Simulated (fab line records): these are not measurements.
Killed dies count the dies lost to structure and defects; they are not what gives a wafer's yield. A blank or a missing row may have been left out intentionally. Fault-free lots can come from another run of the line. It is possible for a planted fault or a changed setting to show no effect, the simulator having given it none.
Struck lot and sound lot, side by side -- flow rit_cmos -- 19 steps out of a route of 202
Sound: the wafers L839.2, L839.4, L839.5. Wafers L844.1, L844.2, L844.5 were the ones struck. At the end, the cause is stated.
Order at every step that has rows: each side's tool, ch and its chambers, its first start. Under that, the readings that differ: sound wafers -- struck wafers -- difference of the means -- sigmas: that difference in standard deviations of wafers without a fault.
alike: a reading whose means differ by less than 2 such deviations, as well as words and numbers matching on both sides. not compared: withheld readings; readings where some wafer has no value; bounds like >300 that might hide an equal value; numbers whose values overlap and for which the record gives no deviation.
A row with sigmas, a row that says differs or no value, or rows on one side alone: a step with any of these is where the two part. Numbers that don't overlap but have no deviation are shown without sigmas and don't part them. A reading missing from all wafers of one side parts the sides only when that side holds two or more wafers.

first, 3 steps without rows for these wafers: RIT_GATE_CLEAN_02 (cleans in dHF, time 30 s); RIT_GATE_CLEAN_03 (cleans in SC2, time 600 s); RIT_GATE_CLEAN_04 (cleans in dHF, time 60 s).
RIT_FOX2_THK_MEAS_91:
  sound on film_metro-03 at day 2 17:40; struck on film_metro-03 at day 3 18:29
  alike: FIELD_OXIDE_LEFT_2_THK
then, 2 steps without rows for these wafers: RIT_GATE_OXIDATION_05 (target thk 3 nm, ox time 270 s); RIT_GATE_ANNEAL_06 (time 600 s).
RIT_GATE_THK_MEAS_07:
  sound on film_metro-02 at day 2 19:23; struck on film_metro-03 at day 3 19:58
  alike: GATE_OXIDE_THK
then, 1 step without rows for these wafers: RIT_GATE_CVD_08 (deposits poly-Si from SiH4, target thk 250 nm, time 2220 s).
RIT_GATE_THK_MEAS_09:
  sound on film_metro-01 at day 2 21:04; struck on film_metro-03 at day 3 21:38
  alike: GATE_POLY_THK
then, 3 steps without rows for these wafers: RIT_GATE_HMDS_10 (prime time 60 s); RIT_GATE_COAT_11 (resist thk 850 nm); RIT_GATE_SOFTBAKE_12 (time 60 s).
RIT_GATE_EXPOSE_13: exposes mask M6, target cd 150 nm.
  sound on iline_stepper-02 ch 0, day 2 21:43; struck on iline_stepper-01 ch 0, day 3 22:17
reading,sound,struck,difference,sigmas
model.GATE.overlay_x_nm (nm),0.5593 0.5593 0.5593,128.8 128.8 128.8,+128.2,
  alike: mask, stage_vel_mm_s
then, 2 steps without rows for these wafers: RIT_GATE_PEB_14; RIT_GATE_DEVELOP_15 (develop time 50 s).
RIT_GATE_CD_MEAS_16: the cd target is 150 nm.
  sound on cd_sem-01 at day 2 22:10; struck on cd_sem-01 at day 3 22:41
reading,sound,struck,difference,sigmas
cd_nm (nm),143.6 143.7 144.5,153.2 152.1 152.8,+8.8,+4
RIT_GATE_OVL_MEAS_17:
  sound on overlay-01 at day 2 22:16; struck on overlay-01 at day 3 22:48
reading,sound,struck,difference,sigmas
GATE_OVL (nm),-0.9 -0.2 0.7,129.0 127.6 130.2,+129.1,+92
then, 1 step without rows for these wafers: RIT_GATE_HARDBAKE_18 (time 60 s).
RIT_M1_PROBE_99:
  sound on prober-01 at day 3 18:13; struck on prober-02 at day 4 18:56
reading,sound,struck,difference,sigmas
model.etest.nldd.width_nm (nm),3169 3181 3166,3124 3122 3128,-47,
model.etest.pldd.width_nm (nm),3166 3169 3150,3118 3110 3110,-49,
model.etest.select_edge_diode_p.leak_log10_a (angstrom),-10.36 -10.4 -10.3,-8.924 -8.744 -8.806,+1.529,
model.etest.select_edge_diode_n.leak_log10_a (angstrom),-9.883 -9.931 -9.857,-8.568 -8.146 -8.424,+1.511,
model.etest.gate_end_array.leak_log10_a_um,-13.14 -12.96 -13,-12.57 -12.36 -12.54,+0.54,
  alike: killed_at_contacts, killed_at_front_end, killed_dies, killed_on_rim, killed_open, killed_short

WHERE THEY PART
First at RIT_GATE_CD_MEAS_16; last, within this record, at RIT_GATE_OVL_MEAS_17. Later steps at which nothing parts them and some readings are alike: RIT_M1_PROBE_99.

WHY: whatever the simulator had introduced
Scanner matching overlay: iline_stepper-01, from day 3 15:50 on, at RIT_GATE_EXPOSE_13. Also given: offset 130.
